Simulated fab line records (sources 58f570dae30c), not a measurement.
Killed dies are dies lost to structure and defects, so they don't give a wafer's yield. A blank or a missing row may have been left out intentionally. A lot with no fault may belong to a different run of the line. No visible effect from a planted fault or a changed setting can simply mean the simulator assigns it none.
fab line records	flow berkeley-cmos170
record: lots: 5	wafers: 15	last-day: 13
route steps=331 shown PSD@206 NSD@207 PLDD@208 NLDD@209 SILICIDE@210 CONTACT@216 M1@238
lots untouched by any fault: they come from a run of this same line in which no faults occurred
start-h: hours from the record's opening day to when the first of the lot's shown wafers began	wait-h: hours since the lot's step before	" unchanged from the row above	L1.1+2: a single row standing in for several wafers	- value missing, or start not given	* or withheld: withheld	< > ~ a bound
route shown NAME@n: names a module that has steps shown in the file, with the first one's number in the route	usual: mean and standard deviation over wafers with no fault	same: alike in all rows	chamber/n: place in a boat	sites: readings site by site	_std_site: standard deviation of those values	_edge_site: mean of outer sites minus mean of inner sites	radius-mm: for every site, how far away it sits from the centre of the wafer	mask NAME#n: copy n	behind: the last tool/chamber to shape the wafer	hold: what put the lot on hold/how long, in hours/how the hold closed	device: the n, p or np transistor that did not switch	end of line: at the end of the route, the tests of the same wafers	a step with no rows: only its recipe	killed: not the wafer's yield, but the dies lost to structure and defects at the first sort	map: per-die view of a wafer (x killed, . not killed, _ where there is no die)
set.NAME: the setting that was run; set.NAME@STEP: the one run at that earlier step	model.NAME: the simulator's own value behind a step, which no gauge read
certain route steps with their lots: each step a table, each wafer a row
services: a tool's chamber out of use, with start hour (start-h, from the record's first day; less than 0 if before it), hours out, and reason
== steps ==
step: UCB170_SDANNEAL_RS_MEAS_02
recipe: thk-meas-gauge: four-point-probe
usual: PSD_RS: 75.5/0.3
lot.wafer	tool	chamber	start-h	wait-h	PSD_RS[ohm/sq]
L088.1	film-metro-03	-	235.84	0.0	75.5
L088.5	"	-	"	"	75.8
L088.6	"	-	"	"	75.7
L089.1	film-metro-02	-	236.11	0.0	76.0
L089.3	"	-	"	"	75.6
L089.5	"	-	"	"	76.1
L091.2	film-metro-04	-	257.95	0.1	76.1
L091.4	"	-	"	"	76.1
L091.6	"	-	"	"	76.0
L090.1	film-metro-03	-	257.96	0.1	75.4
L090.5	"	-	"	"	75.7
L090.6	"	-	"	"	75.1
L095.3	film-metro-04	-	278.91	0.1	75.8
L095.4	"	-	"	"	75.9
L095.6	"	-	"	"	76.0
step: UCB170_SDANNEAL_RS_MEAS_03
recipe: thk-meas-gauge: four-point-probe
usual: NSD_RS: 37.24/0.064
lot.wafer	tool	chamber	start-h	wait-h	NSD_RS[ohm/sq]
L088.1	film-metro-03	-	235.96	0.1	37.11
L088.5	"	-	"	"	37.28
L088.6	"	-	"	"	37.19
L089.1	film-metro-02	-	236.23	0.1	37.15
L089.3	"	-	"	"	37.17
L089.5	"	-	"	"	37.20
L091.2	film-metro-04	-	258.07	0.1	37.12
L091.4	"	-	"	"	37.26
L091.6	"	-	"	"	37.28
L090.1	film-metro-03	-	258.08	0.1	37.22
L090.5	"	-	"	"	37.27
L090.6	"	-	"	"	37.20
L095.3	film-metro-04	-	279.03	0.1	37.32
L095.4	"	-	"	"	37.19
L095.6	"	-	"	"	37.29
step: UCB170_SDANNEAL_RS_MEAS_04
recipe: thk-meas-gauge: four-point-probe
usual: PLDD_RS: 1031.5/2.5
lot.wafer	tool	chamber	start-h	wait-h	PLDD_RS[ohm/sq]
L088.1	film-metro-03	-	236.08	0.1	1032.7
L088.5	"	-	"	"	1033.3
L088.6	"	-	"	"	1031.1
L089.1	film-metro-02	-	236.35	0.1	1031.7
L089.3	"	-	"	"	1031.5
L089.5	"	-	"	"	1035.0
L091.2	film-metro-04	-	258.19	0.1	1031.5
L091.4	"	-	"	"	1030.3
L091.6	"	-	"	"	1031.9
L090.1	film-metro-03	-	258.20	0.1	1031.2
L090.5	"	-	"	"	1031.9
L090.6	"	-	"	"	1030.2
L095.3	film-metro-04	-	279.15	0.1	1023.5
L095.4	"	-	"	"	1027.2
L095.6	"	-	"	"	1028.5
step: UCB170_SDANNEAL_RS_MEAS_05
recipe: thk-meas-gauge: four-point-probe
usual: NLDD_RS: 615.7/1.5
lot.wafer	tool	chamber	start-h	wait-h	NLDD_RS[ohm/sq]
L088.1	film-metro-03	-	236.20	0.1	614.1
L088.5	"	-	"	"	615.8
L088.6	"	-	"	"	618.3
L089.1	film-metro-02	-	236.47	0.1	615.2
L089.3	"	-	"	"	614.2
L089.5	"	-	"	"	615.2
L091.2	film-metro-04	-	258.31	0.1	616.3
L091.4	"	-	"	"	617.5
L091.6	"	-	"	"	616.3
L090.1	film-metro-03	-	258.32	0.1	617.1
L090.5	"	-	"	"	615.3
L090.6	"	-	"	"	616.2
L095.3	film-metro-04	-	279.27	0.1	614.5
L095.4	"	-	"	"	613.6
L095.6	"	-	"	"	613.8
step: UCB170_SILICIDE_PRE_CLEAN_00
recipe: gas: Ar	preclean-etch-time-s: 60
lot.wafer	tool	chamber	start-h	wait-h
L088.1+5+6	pvd-sputter-01	-	236.32	0.1
L089.1+3+5	pvd-sputter-02	-	236.59	0.1
L091.2+4+6	pvd-sputter-01	-	258.41	0.1
L090.1+5+6	pvd-sputter-02	-	258.44	0.1
L095.3+4+6	pvd-sputter-02	-	279.35	0.1
step: UCB170_SILICIDE_SPUTTER_01
recipe: material: Ti	target-thk-nm: 30	time-s: 25	power-w: 1500	chamber-pressure-pa: 0.5
usual: chamber-pressure-pa: 0.4999/0.001	throttle-valve-pct: 30.3/0.81
lot.wafer	tool	chamber	start-h	wait-h	chamber-pressure-pa	throttle-valve-pct
L088.1	pvd-sputter-01	-	236.39	0.0	0.4993	32.1
L088.5	"	-	"	"	0.4978	32.4
L088.6	"	-	"	"	0.4985	30.5
L089.1	pvd-sputter-02	-	236.66	0.0	0.4986	30.8
L089.3	"	-	"	"	0.5002	29.4
L089.5	"	-	"	"	0.4994	29.5
L091.2	pvd-sputter-01	-	258.48	0.0	0.5014	29.7
L091.4	"	-	"	"	0.5014	32.1
L091.6	"	-	"	"	0.5001	29.7
L090.1	pvd-sputter-02	-	258.51	0.0	0.4999	30.6
L090.5	"	-	"	"	0.4999	31.4
L090.6	"	-	"	"	0.5008	29.5
L095.3	pvd-sputter-02	-	279.42	0.0	0.5014	29.5
L095.4	"	-	"	"	0.5005	29.6
L095.6	"	-	"	"	0.5019	29.5
step: UCB170_SILICIDE_RS_MEAS_02
recipe: thk-meas-gauge: four-point-probe	reads: Ti_of_SILICIDE_SPUTTER_01
usual: SILICIDE_TI_RS: 26.0/0.38
lot.wafer	tool	chamber	start-h	wait-h	SILICIDE_TI_RS[ohm/sq]
L088.1	film-metro-01	-	236.42	0.0	25.3
L088.5	"	-	"	"	25.4
L088.6	"	-	"	"	26.0
L089.1	film-metro-04	-	236.69	0.0	26.5
L089.3	"	-	"	"	26.1
L089.5	"	-	"	"	26.2
L091.2	film-metro-01	-	258.53	0.0	26.6
L091.4	"	-	"	"	25.6
L091.6	"	-	"	"	26.3
L090.1	film-metro-04	-	258.54	0.0	26.1
L090.5	"	-	"	"	26.3
L090.6	"	-	"	"	25.9
L095.3	film-metro-04	-	279.49	0.1	26.3
L095.4	"	-	"	"	26.3
L095.6	"	-	"	"	26.1
step: UCB170_SILICIDE_THK_MEAS_03
recipe: thk-meas-gauge: xrf	reads: Ti_of_SILICIDE_SPUTTER_01
usual: SILICIDE_TI_THK: 30.1/0.43
lot.wafer	tool	chamber	start-h	wait-h	SILICIDE_TI_THK[nm]
L088.1	film-metro-01	-	236.54	0.1	30.8
L088.5	"	-	"	"	30.5
L088.6	"	-	"	"	30.1
L089.1	film-metro-04	-	236.81	0.1	29.7
L089.3	"	-	"	"	30.0
L089.5	"	-	"	"	30.0
L091.2	film-metro-01	-	258.64	0.1	29.3
L091.4	"	-	"	"	30.3
L091.6	"	-	"	"	29.7
L090.1	film-metro-04	-	258.66	0.1	30.1
L090.5	"	-	"	"	29.9
L090.6	"	-	"	"	30.3
L095.3	film-metro-04	-	279.59	0.1	30.1
L095.4	"	-	"	"	30.0
L095.6	"	-	"	"	30.1
step: UCB170_SILICIDE_RTA_04
recipe: temp-c: 650	time-s: 15	ambient: N2
usual: lamp-power-pct: 9.51/0.24	wafer_temp_C_max: 653.1/0.78
lot.wafer	tool	chamber	start-h	wait-h	lamp-power-pct	wafer_temp_C_max
L088.1	rtp-anneal-02	0	236.60	0.1	9.25	654.2
L088.5	"	0	"	"	9.24	652.7
L088.6	"	0	"	"	9.25	654.7
L089.1	rtp-anneal-02	0	236.87	0.1	9.25	654.5
L089.3	"	0	"	"	9.25	654.7
L089.5	"	0	"	"	9.26	654.2
L091.2	rtp-anneal-02	0	258.70	0.1	9.25	653.5
L091.4	"	0	"	"	9.24	653.8
L091.6	"	0	"	"	9.24	653.0
L090.1	rtp-anneal-02	0	258.76	0.1	9.24	653.5
L090.5	"	0	"	"	9.26	652.7
L090.6	"	0	"	"	9.25	653.1
L095.3	rtp-anneal-01	0	279.65	0.1	9.73	651.7
L095.4	"	0	"	"	9.72	652.7
L095.6	"	0	"	"	9.72	652.8
step: UCB170_SILICIDE_WET_ETCH_05
recipe: chemistry: SPM	time-s: 45	temp-c: 120	target: Ti
lot.wafer	tool	chamber	start-h	wait-h
L088.1+5+6	wet-bench-03	1	236.67	0.1
L089.1+3+5	wet-bench-01	2	236.95	0.1
L091.2+4+6	wet-bench-03	0	258.76	0.1
L090.1+5+6	wet-bench-03	0	258.84	0.1
L095.3+4+6	wet-bench-04	2	279.71	0.0
step: UCB170_CONTACT_CLEAN_00
recipe: chemistry: SPM	temp-c: 120	time-s: 600
lot.wafer	tool	chamber	start-h	wait-h
L088.1+5+6	wet-bench-04	3	236.69	0.0
L089.1+3+5	wet-bench-03	1	236.97	0.0
L091.2+4+6	wet-bench-04	0	258.78	0.0
L090.1+5+6	wet-bench-03	2	258.86	0.0
L095.3+4+6	wet-bench-04	3	279.73	0.0
step: UCB170_CONTACT_CVD_01
recipe: material: PSG	target-thk-nm: 700	temp-c: 450	precursor: SiH4/O2/PH3	time-s: 2820	pressure-mtorr: 300	sih4-flow-sccm: 60	o2-flow-sccm: 90	ph3-flow-sccm: 25
usual: spike-tc-centre-C: 452.3/0.98
lot.wafer	tool	chamber	start-h	wait-h	spike-tc-centre-C
L088.1	lpcvd-02	1	236.87	0.0	452.3
L088.5	"	1	"	"	451.0
L088.6	"	1	"	"	451.5
L089.1	lpcvd-01	1	237.14	0.0	452.1
L089.3	"	1	"	"	451.9
L089.5	"	1	"	"	453.3
L091.2	lpcvd-01	0	258.96	0.0	452.4
L091.4	"	0	"	"	452.6
L091.6	"	0	"	"	452.1
L090.1	lpcvd-02	1	260.29	1.3	452.3
L090.5	"	1	"	"	451.3
L090.6	"	1	"	"	452.7
L095.3	lpcvd-02	0	279.91	0.0	453.5
L095.4	"	0	"	"	451.5
L095.6	"	0	"	"	451.2
step: UCB170_CONTACT_THK_MEAS_02
recipe: reads: PSG_of_CONTACT_CVD_01
usual: CONTACT_PSG_THK: 696/6.2
lot.wafer	tool	chamber	start-h	wait-h	CONTACT_PSG_THK[nm]
L088.1	film-metro-03	-	238.65	0.0	702
L088.5	"	-	"	"	706
L088.6	"	-	"	"	705
L089.1	film-metro-04	-	239.82	0.0	691
L089.3	"	-	"	"	694
L089.5	"	-	"	"	695
L091.2	film-metro-03	-	260.75	0.0	705
L091.4	"	-	"	"	702
L091.6	"	-	"	"	699
L090.1	film-metro-03	-	262.08	0.0	694
L090.5	"	-	"	"	697
L090.6	"	-	"	"	691
L095.3	film-metro-01	-	281.71	0.0	707
L095.4	"	-	"	"	712
L095.6	"	-	"	"	704
step: UCB170_CONTACT_HMDS_03
recipe: prime-time-s: 60	prime-temp-c: 100
lot.wafer	tool	chamber	start-h	wait-h
L088.1+5+6	litho-track-01	0	238.71	0.1
L089.1+3+5	litho-track-04	0	239.89	0.1
L091.2+4+6	litho-track-03	0	260.83	0.1
L090.1+5+6	litho-track-04	0	262.14	0.1
L095.3+4+6	litho-track-03	0	282.52	0.8
step: UCB170_CONTACT_COAT_04
recipe: resist: KrF	spin-rpm: 1500	resist-thk-nm: 900
lot.wafer	tool	chamber	start-h	wait-h
L088.1+5+6	litho-track-01	0	238.86	0.1
L089.1+3+5	litho-track-04	0	240.04	0.1
L091.2+4+6	litho-track-03	0	260.98	0.1
L090.1+5+6	litho-track-04	0	262.29	0.1
L095.3+4+6	litho-track-03	0	282.67	0.1
step: UCB170_CONTACT_SOFTBAKE_05
recipe: resist: KrF	temp-c: 130	time-s: 60
lot.wafer	tool	chamber	start-h	wait-h
L088.1+5+6	litho-track-01	0	239.01	0.1
L089.1+3+5	litho-track-04	0	240.19	0.1
L091.2+4+6	litho-track-03	0	261.13	0.1
L090.1+5+6	litho-track-04	0	262.44	0.1
L095.3+4+6	litho-track-03	0	282.82	0.1
step: UCB170_CONTACT_STRIP_06
recipe: chemistry: O2	power-w: 400	pressure-mtorr: 3500	platen-temp-c: withheld	o2-flow-sccm: 400	overash-fraction: 0.5
usual: drypump-motor-current-A: 5.4/0.32	oes-product-au: 0.735/0.0045	strip-time-to-endpoint-s: 21.98/0.05
lot.wafer	tool	chamber	start-h	wait-h	drypump-motor-current-A	oes-product-au	rf-hours-counter-h	strip-time-to-endpoint-s
L088.1	plasma-asher-04	0	239.16	0.1	5.1	0.739	52	22.01
L088.5	"	0	"	"	5.1	0.737	-	21.96
L088.6	"	1	"	"	5.2	0.732	-	21.98
L089.1	plasma-asher-03	1	240.34	0.1	6.0	0.728	13	21.94
L089.3	"	0	"	"	5.9	0.732	-	22.00
L089.5	"	1	"	"	6.0	0.729	-	21.98
L091.2	plasma-asher-03	1	261.25	0.1	6.0	0.731	16	21.92
L091.4	"	0	"	"	6.0	0.738	-	21.85
L091.6	"	1	"	"	6.0	0.734	-	21.91
L090.1	plasma-asher-01	0	262.59	0.1	5.3	0.733	46	21.96
L090.5	"	0	"	"	5.4	0.742	-	21.99
L090.6	"	1	"	"	5.3	0.730	-	22.02
L095.3	plasma-asher-04	0	282.96	0.1	5.1	0.742	-	22.10
L095.4	"	1	"	"	5.2	0.735	-	21.99
L095.6	"	1	"	"	5.2	0.730	-	22.04
step: UCB170_CONTACT_CLEAN_07
recipe: chemistry: SPM	temp-c: 120	time-s: 600
lot.wafer	tool	chamber	start-h	wait-h
L088.1+5+6	wet-bench-04	1	239.26	0.1
L089.1+3+5	wet-bench-04	3	240.50	0.1
L090.1+5+6	wet-bench-01	2	262.93	0.3
L091.2+4+6	wet-bench-01	1	262.93	1.6
L095.3+4+6	wet-bench-04	1	283.02	0.0
step: UCB170_CONTACT_RTA_08
recipe: temp-c: 900	time-s: 10	ambient: N2
usual: lamp-power-pct: 22.1/0.56	wafer_temp_C_max: 904.5/1.1
lot.wafer	tool	chamber	start-h	wait-h	lamp-power-pct	wafer_temp_C_max
L088.1	rtp-anneal-01	0	239.43	0.0	22.7	904.2
L088.5	"	0	"	"	22.7	904.4
L088.6	"	0	"	"	22.7	903.8
L089.1	rtp-anneal-01	0	240.67	0.0	22.7	901.8
L089.3	"	0	"	"	22.7	903.5
L089.5	"	0	"	"	22.7	904.7
L091.2	rtp-anneal-02	0	263.12	0.0	21.6	903.8
L091.4	"	0	"	"	21.6	906.2
L091.6	"	0	"	"	21.6	905.0
L090.1	rtp-anneal-01	0	263.17	0.1	22.7	903.4
L090.5	"	0	"	"	22.7	903.9
L090.6	"	0	"	"	22.7	903.3
L095.3	rtp-anneal-01	0	283.24	0.0	22.7	904.8
L095.4	"	0	"	"	22.7	903.7
L095.6	"	0	"	"	22.7	904.2
step: UCB170_CONTACT_COAT_09
recipe: resist: BARC	temp-c: withheld	time-s: withheld	spin-rpm: 3000	resist-thk-nm: withheld
lot.wafer	tool	chamber	start-h	wait-h
L088.1+5+6	litho-track-03	0	239.50	0.1
L089.1+3+5	litho-track-04	0	241.24	0.6
L091.2+4+6	litho-track-01	0	263.43	0.3
L090.1+5+6	litho-track-04	0	263.53	0.3
L095.3+4+6	litho-track-01	0	283.67	0.4
step: UCB170_CONTACT_COAT_10
recipe: resist: KrF	spin-rpm: 1500	resist-thk-nm: 900
lot.wafer	tool	chamber	start-h	wait-h
L088.1+5+6	litho-track-03	0	-	-
L089.1+3+5	litho-track-04	0	-	-
L091.2+4+6	litho-track-01	0	-	-
L090.1+5+6	litho-track-04	0	-	-
L095.3+4+6	litho-track-01	0	-	-
step: UCB170_CONTACT_SOFTBAKE_11
recipe: resist: KrF	temp-c: 130	time-s: 60
lot.wafer	tool	chamber	start-h	wait-h
L088.1+5+6	litho-track-03	0	-	-
L089.1+3+5	litho-track-04	0	-	-
L091.2+4+6	litho-track-01	0	-	-
L090.1+5+6	litho-track-04	0	-	-
L095.3+4+6	litho-track-01	0	-	-
step: UCB170_CONTACT_EXPOSE_12
recipe: mask-id: CONT	target-cd-nm: 700	na: 0.5	sigma-outer: 0.6	source-shape: conventional	dose-mj: 35
lot.wafer	tool	chamber	start-h	wait-h	mask
L088.1+5+6	krf-scanner-01	0	239.95	-	CONT#0
L089.1+3+5	krf-scanner-01	0	241.72	-	CONT#0
L091.2+4+6	krf-scanner-01	0	264.01	-	CONT#0
L090.1+5+6	krf-scanner-02	0	264.23	-	CONT#0
L095.3+4+6	krf-scanner-01	0	284.11	-	CONT#0
step: UCB170_CONTACT_PEB_13
recipe: peb-temp-c: 130	peb-time-s: withheld	resist: KrF
lot.wafer	tool	chamber	start-h	wait-h
L088.1+5+6	litho-track-01	0	240.33	0.4
L089.1+3+5	litho-track-01	0	242.23	0.5
L091.2+4+6	litho-track-04	0	264.28	0.2
L090.1+5+6	litho-track-01	0	264.35	0.1
L095.3+4+6	litho-track-01	0	284.40	0.3
step: UCB170_CONTACT_DEVELOP_14
recipe: developer: TMAH	develop-time-s: 45	resist: KrF	dev-temp-c: 21
same: develop-time-s: 45
lot.wafer	tool	chamber	start-h	wait-h
L088.1+5+6	litho-track-01	0	-	-
L089.1+3+5	litho-track-01	0	-	-
L091.2+4+6	litho-track-04	0	-	-
L090.1+5+6	litho-track-01	0	-	-
L095.3+4+6	litho-track-01	0	-	-
step: UCB170_CONTACT_CD_MEAS_15
recipe: target-cd-nm: 700
usual: cd-nm: 700.1/1.3
lot.wafer	tool	chamber	start-h	wait-h	cd-nm
L088.1	cd-sem-02	-	240.60	-	699.6
L088.5	"	-	"	"	700.1
L088.6	"	-	"	"	699.3
L089.1	cd-sem-02	-	242.55	-	700.3
L089.3	"	-	"	"	699.9
L089.5	"	-	"	"	699.5
L091.2	cd-sem-02	-	264.55	-	698.9
L091.4	"	-	"	"	697.7
L091.6	"	-	"	"	698.8
L090.1	cd-sem-01	-	264.63	-	700.8
L090.5	"	-	"	"	700.5
L090.6	"	-	"	"	701.7
L095.3	cd-sem-02	-	284.66	-	700.5
L095.4	"	-	"	"	699.9
L095.6	"	-	"	"	700.7
step: UCB170_CONTACT_OVL_MEAS_16
usual: CONTACT_OVL: 0/4.9
lot.wafer	tool	chamber	start-h	wait-h	CONTACT_OVL[nm]
L088.1	overlay-02	-	240.72	0.1	-4
L088.5	"	-	"	"	-4
L088.6	"	-	"	"	-1
L089.1	overlay-02	-	242.67	0.1	-5
L089.3	"	-	"	"	4
L089.5	"	-	"	"	-5
L091.2	overlay-01	-	264.65	0.1	-3
L091.4	"	-	"	"	-1
L091.6	"	-	"	"	-2
L090.1	overlay-02	-	264.75	0.1	7
L090.5	"	-	"	"	4
L090.6	"	-	"	"	2
L095.3	overlay-02	-	284.76	0.1	-4
L095.4	"	-	"	"	-1
L095.6	"	-	"	"	-7
step: UCB170_CONTACT_ETCH_17
recipe: chemistry: N2/H2	target-depth-a: withheld	overetch-a: withheld	target: BARC	time-s: withheld	source-w: 500	bias-w: 100	pressure-mtorr: 30	n2-flow-sccm: 100	h2-flow-sccm: 200
usual: drypump-motor-current-A: 5.7/0.49	oes-product-au: 1.015/0.019	throttle-valve-pct: 13.33/0.17
lot.wafer	tool	chamber	start-h	wait-h	drypump-motor-current-A	oes-product-au	throttle-valve-pct
L088.1	rie-diel-03	0	240.76	0.0	5.2	0.985	13.24
L088.5	"	3	"	"	6.0	0.997	13.32
L088.6	"	0	"	"	5.2	0.989	13.23
L089.1	rie-diel-04	0	242.70	0.0	5.6	1.025	13.57
L089.3	"	1	"	"	6.5	1.030	13.33
L089.5	"	0	"	"	5.6	1.019	13.58
L091.2	rie-diel-04	3	264.68	0.0	5.6	0.980	13.27
L091.4	"	0	"	"	5.6	1.016	13.56
L091.6	"	2	"	"	5.0	1.021	13.26
L090.1	rie-diel-03	3	264.78	0.0	6.0	0.991	13.33
L090.5	"	2	"	"	5.6	1.032	13.07
L090.6	"	0	"	"	5.3	0.976	13.25
L095.3	rie-diel-04	2	284.78	0.0	5.1	1.016	13.25
L095.4	"	0	"	"	5.6	1.024	13.56
L095.6	"	3	"	"	5.6	0.986	13.30
step: UCB170_CONTACT_ETCH_18
recipe: chemistry: CHF3/CF4/Ar	target: PSG	stop-on: TiSi2	CHF3_flow_sccm: 45	cf4-flow-sccm: 15	Ar_flow_sccm: 150	pressure-mtorr: 200	rf-w: 700	target-depth-a: 8400	over-etch-frac: 0.2	time-s: 195
usual: drypump-motor-current-A: 5.7/0.49	oes-product-au: 0.895/0.017	throttle-valve-pct: 6.92/0.091
lot.wafer	tool	chamber	start-h	wait-h	drypump-motor-current-A	oes-product-au	rf-hours-counter-h	throttle-valve-pct
L088.1	rie-diel-03	0	-	-	5.2	0.867	133	6.84
L088.5	"	3	"	"	6.0	0.890	-	6.85
L088.6	"	0	"	"	5.2	0.875	-	6.84
L089.1	rie-diel-04	0	-	-	5.6	0.900	20	7.07
L089.3	"	1	"	"	6.5	0.913	4	6.88
L089.5	"	0	"	"	5.6	0.914	-	7.09
L091.2	rie-diel-04	3	-	-	5.6	0.882	118	6.88
L091.4	"	0	"	"	5.6	0.910	21	7.07
L091.6	"	2	"	"	5.0	0.908	-	6.98
L090.1	rie-diel-03	3	-	-	6.0	0.875	87	6.85
L090.5	"	2	"	"	5.5	0.902	-	6.74
L090.6	"	0	"	"	5.3	0.859	-	6.87
L095.3	rie-diel-04	2	-	-	5.0	0.920	77	6.97
L095.4	"	0	"	"	5.6	0.918	22	7.07
L095.6	"	3	"	"	5.6	0.879	-	6.88
step: UCB170_CONTACT_STRIP_19
recipe: chemistry: O2	power-w: 400	pressure-mtorr: 3500	platen-temp-c: withheld	o2-flow-sccm: 400	overash-fraction: 0.5
usual: drypump-motor-current-A: 5.6/0.39	oes-product-au: 0.725/0.0049
lot.wafer	tool	chamber	start-h	wait-h	drypump-motor-current-A	oes-product-au	rf-hours-counter-h
L088.1	plasma-asher-04	1	240.92	-	5.3	0.727	52
L088.5	"	1	"	"	5.2	0.721	-
L088.6	"	0	"	"	5.1	0.714	-
L089.1	plasma-asher-03	0	242.87	-	6.1	0.719	14
L089.3	"	0	"	"	6.0	0.722	-
L089.5	"	1	"	"	6.0	0.721	-
L091.2	plasma-asher-04	1	264.85	-	5.3	0.724	55
L091.4	"	1	"	"	5.2	0.723	-
L091.6	"	1	"	"	5.2	0.717	-
L090.1	plasma-asher-01	1	264.95	-	5.3	0.720	46
L090.5	"	0	"	"	5.3	0.727	-
L090.6	"	1	"	"	5.3	0.716	-
L095.3	plasma-asher-03	0	284.98	-	6.0	0.718	-
L095.4	"	1	"	"	6.0	0.725	-
L095.6	"	0	"	"	5.9	0.723	-
step: UCB170_CONTACT_CD_MEAS_90
recipe: target-cd-nm: 700
usual: cd-nm: 700.0/1.6
lot.wafer	tool	chamber	start-h	wait-h	cd-nm
L088.1	cd-sem-01	-	241.02	0.1	699.0
L088.5	"	-	"	"	700.9
L088.6	"	-	"	"	698.5
L089.1	cd-sem-02	-	242.97	0.1	701.6
L089.3	"	-	"	"	699.5
L089.5	"	-	"	"	700.8
L091.2	cd-sem-02	-	264.97	0.1	699.8
L091.4	"	-	"	"	698.6
L091.6	"	-	"	"	697.8
L090.1	cd-sem-02	-	265.07	0.1	701.8
L090.5	"	-	"	"	699.1
L090.6	"	-	"	"	701.1
L095.3	cd-sem-02	-	285.09	0.1	699.9
L095.4	"	-	"	"	699.6
L095.6	"	-	"	"	700.7
step: UCB170_CONTACT_CLEAN_20
recipe: chemistry: SPM	temp-c: 120	time-s: 600
lot.wafer	tool	chamber	start-h	wait-h
L088.1+5+6	wet-bench-04	0	241.14	0.1
L089.1+3+5	wet-bench-04	3	243.09	0.1
L091.2+4+6	wet-bench-01	3	265.07	0.1
L090.1+5+6	wet-bench-04	3	265.19	0.1
L095.3+4+6	wet-bench-03	3	285.17	0.1
step: UCB170_M1_SPUTTER_00
recipe: material: Al	target-thk-nm: 600	time-s: 80	power-w: 6000	chamber-pressure-pa: 0.5
usual: chamber-pressure-pa: 0.5000/0.0011	throttle-valve-pct: 30.5/0.94
lot.wafer	tool	chamber	start-h	wait-h	chamber-pressure-pa	throttle-valve-pct
L088.1	pvd-sputter-03	-	241.32	0.0	0.5020	29.8
L088.5	"	-	"	"	0.4982	31.1
L088.6	"	-	"	"	0.5002	29.6
L089.1	pvd-sputter-01	-	243.26	0.0	0.4989	29.7
L089.3	"	-	"	"	0.5007	30.9
L089.5	"	-	"	"	0.5004	30.7
L091.2	pvd-sputter-03	-	265.25	0.0	0.5016	29.7
L091.4	"	-	"	"	0.4984	29.7
L091.6	"	-	"	"	0.5008	29.8
L090.1	pvd-sputter-01	-	265.37	0.0	0.5012	30.1
L090.5	"	-	"	"	0.5001	30.2
L090.6	"	-	"	"	0.5001	29.8
L095.3	pvd-sputter-03	-	285.34	0.0	0.5019	29.9
L095.4	"	-	"	"	0.5004	29.7
L095.6	"	-	"	"	0.4984	29.5
step: UCB170_M1_RS_MEAS_01
recipe: thk-meas-gauge: four-point-probe	reads: Al_of_M1_SPUTTER_00
usual: M1_AL_RS: 0.0486/0.00057
lot.wafer	tool	chamber	start-h	wait-h	M1_AL_RS[ohm/sq]
L088.1	film-metro-02	-	241.38	0.0	0.0488
L088.5	"	-	"	"	0.0492
L088.6	"	-	"	"	0.0484
L089.1	film-metro-03	-	243.33	0.0	0.0479
L089.3	"	-	"	"	0.0485
L089.5	"	-	"	"	0.0482
L091.2	film-metro-04	-	265.33	0.1	0.0482
L091.4	"	-	"	"	0.0492
L091.6	"	-	"	"	0.0482
L090.1	film-metro-03	-	265.43	0.0	0.0483
L090.5	"	-	"	"	0.0479
L090.6	"	-	"	"	0.0482
L095.3	film-metro-04	-	285.44	0.1	0.0478
L095.4	"	-	"	"	0.0483
L095.6	"	-	"	"	0.0485
step: UCB170_M1_THK_MEAS_02
recipe: thk-meas-gauge: xrf	reads: Al_of_M1_SPUTTER_00
usual: M1_AL_THK: 593/7
lot.wafer	tool	chamber	start-h	wait-h	M1_AL_THK[nm]
L088.1	film-metro-02	-	241.50	0.1	592
L088.5	"	-	"	"	587
L088.6	"	-	"	"	595
L089.1	film-metro-03	-	243.45	0.1	603
L089.3	"	-	"	"	593
L089.5	"	-	"	"	600
L091.2	film-metro-04	-	265.44	0.1	598
L091.4	"	-	"	"	583
L091.6	"	-	"	"	595
L090.1	film-metro-03	-	265.55	0.1	599
L090.5	"	-	"	"	602
L090.6	"	-	"	"	600
L095.3	film-metro-04	-	285.54	0.1	596
L095.4	"	-	"	"	599
L095.6	"	-	"	"	589
step: UCB170_M1_COAT_03
recipe: resist: BARC	temp-c: withheld	time-s: withheld	spin-rpm: 3000	resist-thk-nm: withheld
lot.wafer	tool	chamber	start-h	wait-h
L088.1+5+6	litho-track-03	0	241.95	0.4
L089.1+3+5	litho-track-04	0	243.87	0.4
L091.2+4+6	litho-track-03	0	265.51	0.1
L090.1+5+6	litho-track-02	0	265.67	0.1
L095.3+4+6	litho-track-02	0	286.05	0.5
step: UCB170_M1_COAT_04
recipe: resist: KrF	spin-rpm: 1500	resist-thk-nm: 900
lot.wafer	tool	chamber	start-h	wait-h
L088.1+5+6	litho-track-03	0	-	-
L089.1+3+5	litho-track-04	0	-	-
L091.2+4+6	litho-track-03	0	-	-
L090.1+5+6	litho-track-02	0	-	-
L095.3+4+6	litho-track-02	0	-	-
== services ==
tool	chamber	start-h	hours	kind
krf-scanner-01	-	229.08	0.2	repair
plasma-asher-01	-	229.90	14.6	pm
plasma-asher-03	-	236.05	0.7	repair
krf-scanner-02	-	236.32	4.8	repair
krf-scanner-02	-	241.16	1.3	pm
krf-scanner-02	-	242.46	1.0	pm
wet-bench-03	-	250.89	1.1	repair
krf-scanner-01	-	257.51	1.3	pm
rie-diel-03	1	262.87	-	clean
rie-diel-03	1	262.87	17.5	scheduled-down
rie-diel-03	1	262.87	17.5	vent-cycle
pvd-sputter-01	-	269.18	4.6	repair
pvd-sputter-02	-	273.44	3.6	repair
krf-scanner-01	0	274.81	-	calibration
plasma-asher-01	-	278.39	8.8	repair
rie-diel-03	0	280.35	-	clean
rie-diel-03	0	280.35	20.2	scheduled-down
rie-diel-03	0	280.35	20.2	vent-cycle
== key ==
fault none
